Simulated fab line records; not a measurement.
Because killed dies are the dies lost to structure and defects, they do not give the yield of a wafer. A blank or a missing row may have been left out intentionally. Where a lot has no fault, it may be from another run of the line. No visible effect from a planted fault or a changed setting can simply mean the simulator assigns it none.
Comparing a struck lot with a sound one ; flow ritCmos ; 30 out of 202 route steps
Sound: wafers L293.1, L293.4, L293.5. Struck: wafer L294.5 (L294.4, L294.6, from the same lot, were not struck and are left out); the cause is given at the end.
Order at every step that has rows: each side's tool, ch and its chambers, its first start. Under that, the readings that differ: sound wafers ; struck wafers ; difference of the means ; sigmas: that difference in standard deviations of wafers without a fault.
alike: readings with means less than 2 such deviations apart, plus words and numbers identical on both sides. not compared: withheld readings, readings lacking a value on some wafer, bounds such as >300 that could conceal the same value, and numbers that have no deviation in the record and whose values overlap.
Wherever a step has rows on one side only, a row that says differs or no value, or a row with sigmas, the two part there. Non-overlapping numbers with no deviation appear without sigmas and do not part them. A reading missing from all wafers of one side parts the sides only when that side holds two or more wafers.

first, 6 steps without rows for these wafers: RIT_SDANNEAL_RTA_03 (time 5 s); RIT_SILICIDE_WET_ETCH_00 (etches SiO2 in BOE, target depth 14 nm, time 15 s); RIT_SILICIDE_SPUTTER_01 (material Ti, target thk 30 nm, time 240 s); RIT_SILICIDE_RTA_04 (time 10 s, ramp up 5 s, ramp down 5 s); RIT_SILICIDE_WET_ETCH_05 (etches Ti in SPM, time 120 s); RIT_SILICIDE_RTA_06 (time 10 s, ramp up 5 s, ramp down 10 s).
RIT_CONTACT_CVD_00: deposits SiO2 from TEOS, target thk 400 nm, time 61 s.
  sound on pecvd-04 ch 0,2, day 7 06:20; struck on pecvd-02 ch 0, day 7 11:54
reading;sound;struck;difference;sigmas
rfFwdPowerW (W);392.9 394.4 397.4;234.6;-160.3;-89
model.SiO2_of_CONTACT_CVD_00.thkNm (nm);393.7 397.3 405;348.3;-50.4;
  alike: heaterPowerW, susceptorTempC
  not compared: sinceWetCleanH
RIT_CONTACT_THK_MEAS_01:
  sound: filmMetro-04 at day 7 06:23; struck: filmMetro-04 at day 7 11:58
reading;sound;struck;difference;sigmas
CONTACT_TEOS_THK (nm);393 397 405;348;-50;-9
then, 7 steps without rows for these wafers: RIT_CONTACT_HMDS_02 (prime time 60 s); RIT_CONTACT_COAT_03 (resist thk 1000 nm); RIT_CONTACT_SOFTBAKE_04 (time 60 s); RIT_CONTACT_EXPOSE_05 (exposes mask M11, target cd 1000 nm); RIT_CONTACT_PEB_06; RIT_CONTACT_DEVELOP_07 (develop time 120 s); RIT_CONTACT_HARDBAKE_10 (time 60 s).
RIT_CONTACT_ETCH_11: etches SiO2 in CHF3/CF4/Ar, stops on TiSi2, target depth 480 nm, time 320 s.
  sound on rieDiel-03 ch 0,1,3, day 7 07:56; struck on rieDiel-04 ch 3, day 7 13:23
reading;sound;struck;difference;sigmas
model.CONTACT.featureDepthNm (nm);393.7 397.3 405;348.3;-50.4;
model.etch.depthNm (nm);393.7 397.3 405;348.3;-50.4;
  alike: drypumpMotorCurrentA, oesProductAu, rfFwdPowerW, throttleValvePct
  not compared: rfHoursCounterH
then, 11 steps without rows for these wafers: RIT_CONTACT_STRIP_12 (strips in O2, time 180 s); RIT_CONTACT_CLEAN_13 (cleans in SC1, time 600 s); RIT_CONTACT_CLEAN_14 (cleans in SC2, time 600 s); RIT_M1_SPUTTER_00 (material Al, target thk 400 nm, time 500 s); RIT_M1_HMDS_03 (prime time 60 s); RIT_M1_COAT_04 (resist thk 1300 nm); RIT_M1_SOFTBAKE_05 (time 60 s); RIT_M1_EXPOSE_06 (exposes mask M12, target cd 2600 nm); RIT_M1_PEB_07; RIT_M1_DEVELOP_08 (develop time 68 s); RIT_M1_HARDBAKE_11 (time 120 s).
RIT_M1_METAL_ETCH_12: etches Al in Cl2/BCl3, stops on SiO2, time 165 s, target depth 600 nm.
  sound on rieMetal-03 ch 0,1, day 7 10:43; struck on rieMetal-04 ch 1, day 7 16:08
reading;sound;struck;difference;sigmas
model.SiO2_of_CONTACT_CVD_00.thkNm (nm);357 360.9 368.6;310.6;-51.6;
  alike: bcl3FlowSccm, drypumpMotorCurrentA, oesProductAu, rfFwdPowerW, throttleValvePct
  not compared: rfHoursCounterH
then, 1 step without rows for these wafers: RIT_M1_STRIP_13 (strips in nmp, time 600 s).
RIT_M1_PROBE_99:
  sound: prober-01 at day 7 12:59; struck: prober-02 at day 7 18:31
reading;sound;struck;difference;sigmas
model.etest.fieldPMetal.vtV (V);-29.23 -28.94 -29.25;-27.84;+1.30;
model.etest.nmos_0p15.junctionLog10AUm;-13.61 -13.72 -13.46;-13.11;+0.49;
model.etest.nmosNarrow.offLog10AUm;-13.34 -13.27 -13.27;-13.09;+0.20;
model.etest.antennaContact.vtShiftV (V);-0.01865 -0.01051 -0.01102;-0.02085;-0.00746;
  alike: killedAtFrontEnd, killedDies, killedOnRim, killedOpen, killedShort

## WHERE THEY PART
First at RIT_CONTACT_CVD_00; last, within this record, at RIT_CONTACT_THK_MEAS_01. Later steps at which nothing parts them and some readings are alike: RIT_CONTACT_ETCH_11, RIT_M1_METAL_ETCH_12, RIT_M1_PROBE_99.

WHY: what had been put in by the simulator
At RIT_CONTACT_CVD_00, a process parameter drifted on pecvd-02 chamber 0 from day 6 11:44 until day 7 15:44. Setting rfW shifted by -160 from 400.
